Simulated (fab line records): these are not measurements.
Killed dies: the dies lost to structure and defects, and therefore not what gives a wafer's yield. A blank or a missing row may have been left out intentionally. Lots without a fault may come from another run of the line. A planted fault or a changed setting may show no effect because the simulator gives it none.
Comparing a struck lot with a sound one ; flow berkeley_cmos170 ; 23 out of 331 route steps
Sound: wafers L416.1, L416.4, L416.6. The struck wafers were L423.2, L423.3, L423.6. At the end, the cause is stated.
Order at every step that has rows: each side's tool, ch and its chambers, its first start. Under that, the readings that differ: sound wafers ; struck wafers ; difference of the means ; sigmas: that difference in standard deviations of wafers without a fault.
alike: readings whose means differ by less than 2 such deviations, and words and numbers that are the same on both sides. not compared: withheld readings, readings that some wafer has no value for, bounds like >300 that may hide the same value, and numbers for which the record gives no deviation and whose values overlap.
Wherever a step has rows on one side only, a row that says differs or no value, or a row with sigmas, the two part there. When numbers do not overlap yet have no deviation, they are printed without sigmas and do not part them. A reading missing from all wafers of one side parts the sides only when that side holds two or more wafers.

first, 1 step without rows for these wafers: UCB170_CONTACT_DEVELOP_14 (develop time 45 s).
UCB170_CONTACT_CD_MEAS_15: the cd target is 700 nm.
  sound on cd_sem-02, day 8 22:43; struck on cd_sem-02, day 10 03:19
  alike: cd_nm
UCB170_CONTACT_OVL_MEAS_16:
  sound on overlay-01, day 8 22:50; struck on overlay-02, day 10 03:25
  alike: CONTACT_OVL
UCB170_CONTACT_ETCH_17: etches BARC in N2/H2.
  sound on rie_diel-01 ch 2, day 8 22:53; struck on rie_diel-01 ch 1,2, day 10 03:27
  alike: drypump_motor_current_A, oes_product_au, throttle_valve_pct
UCB170_CONTACT_ETCH_18: etches PSG in CHF3/CF4/Ar, stops on TiSi2, target depth 840 nm, time 195 s.
  sound on rie_diel-01 ch 2; struck on rie_diel-01 ch 1,2
  alike: drypump_motor_current_A, oes_product_au, throttle_valve_pct
  not compared: rf_hours_counter_h
UCB170_CONTACT_STRIP_19: strips in O2.
  sound on plasma_asher-01 ch 0,1, day 8 23:08; struck on plasma_asher-01 ch 0, day 10 03:37
  alike: drypump_motor_current_A, oes_product_au
  not compared: rf_hours_counter_h
UCB170_CONTACT_CD_MEAS_90: the cd target is 700 nm.
  sound on cd_sem-02, day 8 23:14; struck on cd_sem-02, day 10 03:44
  alike: cd_nm
then, 1 step without rows for these wafers: UCB170_CONTACT_CLEAN_20 (cleans in SPM, time 600 s).
UCB170_M1_SPUTTER_00: material Al, target thk 600 nm, time 80 s.
  sound on pvd_sputter-01, day 9 00:01; struck on pvd_sputter-03, day 10 04:10
  alike: throttle_valve_pct
UCB170_M1_RS_MEAS_01: measures by four-point-probe.
  sound on film_metro-02, day 9 00:05; struck on film_metro-01, day 10 04:16
  alike: M1_AL_RS
UCB170_M1_THK_MEAS_02: measures by xrf.
  sound on film_metro-02, day 9 00:12; struck on film_metro-01, day 10 04:22
  alike: M1_AL_THK
after that, 1 step had no rows for these wafers: UCB170_M1_COAT_03.
UCB170_M1_COAT_04: resist thk 900 nm.
  sound on litho_track-01 ch 0, day 9 00:00; struck on litho_track-03 ch 0, day 10 05:00
reading;sound;struck;difference;sigmas
model.KrF_of_M1_COAT_04.thk_nm (nm);905.6 900 901;825 824.3 824.6;-78;
then, 4 steps without rows for these wafers: UCB170_M1_SOFTBAKE_05 (time 60 s); UCB170_M1_EXPOSE_06 (exposes mask METAL1, target cd 700 nm); UCB170_M1_PEB_07; UCB170_M1_DEVELOP_08 (develop time 45 s).
UCB170_M1_CD_MEAS_09: the cd target is 700 nm.
  sound on cd_sem-02, day 9 01:55; struck on cd_sem-02, day 10 06:37
reading;sound;struck;difference;sigmas
cd_nm (nm);700.8 699.9 701.0;694.9 695.7 694.3;-5.6;-4
UCB170_M1_OVL_MEAS_10:
  sound on overlay-02, day 9 02:02; struck on overlay-02, day 10 06:43
reading;sound;struck;difference;sigmas
M1_OVL (nm);10 12 10;-3 -1 -5;-14;-2
UCB170_M1_ETCH_11: etches BARC in N2/H2.
  sound on rie_diel-04 ch 1,3, day 9 02:04; struck on rie_diel-04 ch 0,2,3, day 10 06:44
reading;sound;struck;difference;sigmas
model.M1.cd_nm (nm);699.3 699.5 699.9;693.8 695.1 696.4;-4.5;
  alike: drypump_motor_current_A, oes_product_au, throttle_valve_pct
UCB170_M1_METAL_ETCH_12: etches Al in Cl2/BCl3, stops on PSG, target depth 780 nm, time 130 s.
  sound on rie_metal-03 ch 0, day 9 02:07; struck on rie_metal-04 ch 0, day 10 06:47
reading;sound;struck;difference;sigmas
drypump_motor_current_A (A);6.4 6.4 6.4;5.0 5.0 5.0;-1.4;-2
oes_product_au (a.u.);0.860 0.864 0.857;0.832 0.840 0.832;-0.026;-2
model.KrF_of_M1_COAT_04.thk_nm (nm);443.5 437.5 439.1;371.8 369.1 369.2;-70.0;
  alike: bcl3_flow_sccm, mfc_cl2_sccm, throttle_valve_pct
  not compared: rf_hours_counter_h
UCB170_M1_STRIP_13: strips in O2.
  sound on plasma_asher-02 ch 0, day 9 02:15; struck on plasma_asher-01 ch 1, day 10 06:55
reading;sound;struck;difference;sigmas
oes_product_au (a.u.);0.722 0.719 0.730;0.704 0.709 0.706;-0.017;-4
  alike: drypump_motor_current_A
  not compared: rf_hours_counter_h
after that, 1 step had no rows for these wafers: UCB170_M3_PROBE_99.

== WHERE THEY PART ==
At UCB170_M1_CD_MEAS_09 first; at UCB170_M1_STRIP_13 last (within this record only).

WHY: the cause the simulator had injected
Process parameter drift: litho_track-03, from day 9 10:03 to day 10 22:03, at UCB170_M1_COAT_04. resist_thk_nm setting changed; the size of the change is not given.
